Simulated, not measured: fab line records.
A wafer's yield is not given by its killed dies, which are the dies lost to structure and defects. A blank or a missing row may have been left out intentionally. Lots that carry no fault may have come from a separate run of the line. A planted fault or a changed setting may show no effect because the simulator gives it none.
One fault through the eyes of 2 desks | flow berkeley cmos170 | every desk sees just its own numbers, and what lay behind them comes last

THE TOOL OWNER'S DESK: rie diel-04
The tool's own readings at UCB170_V2_ETCH_14 (etches SiO2 in CHF3/CF4/Ar, stops on Al, target depth 1250 nm, time 291 s): means of the sampled wafers that have a number, for each lot that ran on this tool. A lot is out of limits, marked OUT, if its mean lies more than 4 standard deviations from the usual mean; the brackets give that distance.
Columns: A = drypump motor current A at UCB170_V2_ETCH_14, usual 5.8 A; B = oes product au at UCB170_V2_ETCH_14, usual 0.879 a.u.; C = throttle valve pct at UCB170_V2_ETCH_14, usual 6.89 %
lot  | first seen here | A   | B     | C
L346 | day 7 15:51     | 5.4 | 0.891 | 6.94
L348 | day 8 10:37     | 5.7 | 0.886 | 6.96
L347 | day 8 11:43     | 5.9 | 0.875 | 6.96
L354 | day 9 14:12     | 5.6 | 0.889 | 6.98
Result from this desk: across the 4 lots, nothing is out of limits.

AT THE METROLOGY DESK
Means of the sampled wafers that have a number, per lot and without regard to the tool the lot ran on: this is what the gauges read. A lot is out of limits, marked OUT, if its mean lies more than 4 standard deviations from the usual mean; the brackets give that distance.
Columns: A = V1_POLISHED_THK at UCB170_V1_THK_MEAS_04, usual 1000.5 nm; B = M2_AL_RS at UCB170_M2_RS_MEAS_02, usual 0.0323 ohm/sq
lot  | first seen here | A      | B
L345 | day 7 03:07     | 999.4  | 0.0325
L344 | day 7 03:08     | 1000.3 | 0.0324
L346 | day 7 07:00     | 999.9  | 0.0332
L347 | day 8 02:41     | 999.9  | 0.0325
L348 | day 8 02:42     | 1001.4 | 0.0322
L354 | day 9 05:47     | 1002.0 | 0.0320
L360 | day 10 12:05    | 1000.7 | 0.0327
L361 | day 10 14:56    | 1000.8 | 0.0322
L362 | day 11 06:57    | 999.3  | 0.0323
L363 | day 11 07:14    | 999.7  | 0.0321
L365 | day 11 17:31    | 1000.2 | 0.0324
L366 | day 11 17:34    | 1001.8 | 0.0326
L367 | day 11 21:52    | 999.8  | 0.0322
Result from this desk: across the 13 lots, nothing is out of limits.

ALL TOGETHER
Nothing out of limits was seen by the tool owner's desk.
The metrology desk saw nothing out of limits.

WHAT THE SIMULATOR HAD PUT IN
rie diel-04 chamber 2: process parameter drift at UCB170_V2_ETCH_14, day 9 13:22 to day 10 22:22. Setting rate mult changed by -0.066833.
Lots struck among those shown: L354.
